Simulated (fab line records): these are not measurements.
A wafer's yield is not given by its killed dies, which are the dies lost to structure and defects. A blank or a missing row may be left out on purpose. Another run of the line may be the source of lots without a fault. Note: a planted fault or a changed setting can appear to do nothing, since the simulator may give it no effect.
Lot-split experiment ; flow berkeley cmos170 ; 27 wafers read across 5 lots, on a route 331 steps long

ON THE SPLIT
At UCB170_M2_METAL_ETCH_18 (etches Al in Cl2/BCl3, stops on SiO2, target depth 1170 nm, time 195 s), the setting time s was moved away from the recipe's 195 s on 9 of the 27 wafers read, by -34.4% to +41.4%. This setting was run at the recipe's value on the other wafers.

FROM THE SPLIT TO THE READING: what the file shows between them, 1 step
- UCB170_M2_STRIP_19: strips in O2

THE READING
At UCB170_M2_CD_MEAS_90: cd nm in nanometres, against a target cd of 700 nm. A value of 700 nm with a standard deviation of 3.2 nm is what fault-free wafers of this fab line usually give.

wafer;tool, chamber at the split;time s as run, s;against the recipe;cd nm, nm;against lot-mates on the recipe
L076.1;rie metal-01, 1;275.8;+41.4%;682;-20
L076.2;rie metal-01, 1;275.8;+41.4%;682;-20
L076.3;rie metal-01, 1;195;recipe;703;-
L076.4;rie metal-01, 1;195;recipe;703;-
L076.5;rie metal-01, 1;195;recipe;700;-
L076.6;rie metal-01, 1;275.8;+41.4%;682;-20
L078.2;rie metal-04, 0;195;recipe;699;-
L078.3;rie metal-04, 1;195;recipe;704;-
L078.5;rie metal-04, 0;195;recipe;695;-
L081.1;rie metal-04, 0;195;recipe;700;-
L081.2;rie metal-04, 1;195;recipe;707;-
L081.3;rie metal-04, 0;195;recipe;695;-
L081.4;rie metal-04, 1;195;recipe;704;-
L081.5;rie metal-04, 0;195;recipe;700;-
L081.6;rie metal-04, 1;195;recipe;705;-
L084.1;rie metal-04, 0;195;recipe;699;-
L084.2;rie metal-04, 1;140.5;-27.9%;718;+17
L084.3;rie metal-04, 0;195;recipe;700;-
L084.4;rie metal-04, 1;195;recipe;705;-
L084.5;rie metal-04, 0;140.5;-27.9%;714;+13
L084.6;rie metal-04, 1;140.5;-27.9%;721;+20
L082.1;rie metal-01, 1;195;recipe;700;-
L082.2;rie metal-01, 1;195;recipe;700;-
L082.3;rie metal-01, 1;195;recipe;704;-
L082.4;rie metal-01, 1;127.9;-34.4%;716;+15
L082.5;rie metal-01, 1;127.9;-34.4%;717;+16
L082.6;rie metal-01, 1;127.9;-34.4%;716;+15

THE FIT
A straight line over all 27 wafers: cd nm changes by -0.481 nm for each +1% of time s; r = -0.95; the points scatter about the line by 3.1 nm.
The same after taking each lot's own level away (the mean of its wafers on the recipe; 27 wafers): -0.489 nm for each +1%; r = -0.96; scatter 3 nm.
That fit puts the effect of the largest move of time s on the reading at 20 nm.
From 699.3 to 702.0 nm: that is the span of the lots' own levels, equal to 0.8 times the standard deviation above.
Consequently the slope shifts little with the lot-to-lot level, the two slopes agreeing.
Check: with one of the wafers moved furthest among these (+41.4%) left out of the fit, the line predicts -20.2 nm for it against its lot-mates. Against them it came out at -20 nm.
Tool readings at the split's step, against how far the setting was moved: oes product au r = -0.79.

OTHER SPLITS ON THESE WAFERS
Before the reading, these wafers also passed through other splits. Each is held against what the fit with the lots' levels taken away leaves over:
other split on the same wafers;wafers away from the commonest value;r with cd nm (lot level and that fit taken away)
UCB170_FIELD_WET_ETCH_05 time s;18;-0.13
UCB170_SPACER_ETCHBACK_03 time s;6;+0.02
UCB170_V1_CVD_00 time s;12;+0.07

THE WHOLE CHAIN: every reading that the file lists as answering this split, in the file's order
step;what it does;reading;change (the file's fit);r (the file's)
UCB170_M2_METAL_ETCH_18;etches Al in Cl2/BCl3, stops on SiO2, target depth 1170 nm, time 195 s;oes product au;not straight: 0.989 at the lowest setting, 0.838 at the recipe, 0.829 at the highest;not given
UCB170_M2_METAL_ETCH_18;etches Al in Cl2/BCl3, stops on SiO2, target depth 1170 nm, time 195 s;M2.feature depth nm (the simulator's own value, which no gauge read);not straight: 760.7 at the lowest setting, 961.1 at the recipe, 977.5 at the highest;not given
UCB170_M2_METAL_ETCH_18;etches Al in Cl2/BCl3, stops on SiO2, target depth 1170 nm, time 195 s;etch.depth nm (the simulator's own value, which no gauge read);not straight: 760.7 at the lowest setting, 905.7 at the recipe, 894 at the highest;not given
UCB170_M2_METAL_ETCH_18;etches Al in Cl2/BCl3, stops on SiO2, target depth 1170 nm, time 195 s;KrF_of_M2_COAT_10.thk nm (the simulator's own value, which no gauge read);-5.99 nm for each +1% of the setting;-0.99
UCB170_M2_STRIP_19;strips in O2;oes product au;-0.0055 a.u. for each +1% of the setting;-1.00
UCB170_M2_CD_MEAS_90;target cd 700 nm;cd nm;-0.489 nm for each +1% of the setting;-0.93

THE FILE'S OWN FIT
cd nm changes by -0.489 nm for each +1% of time s, r = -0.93.
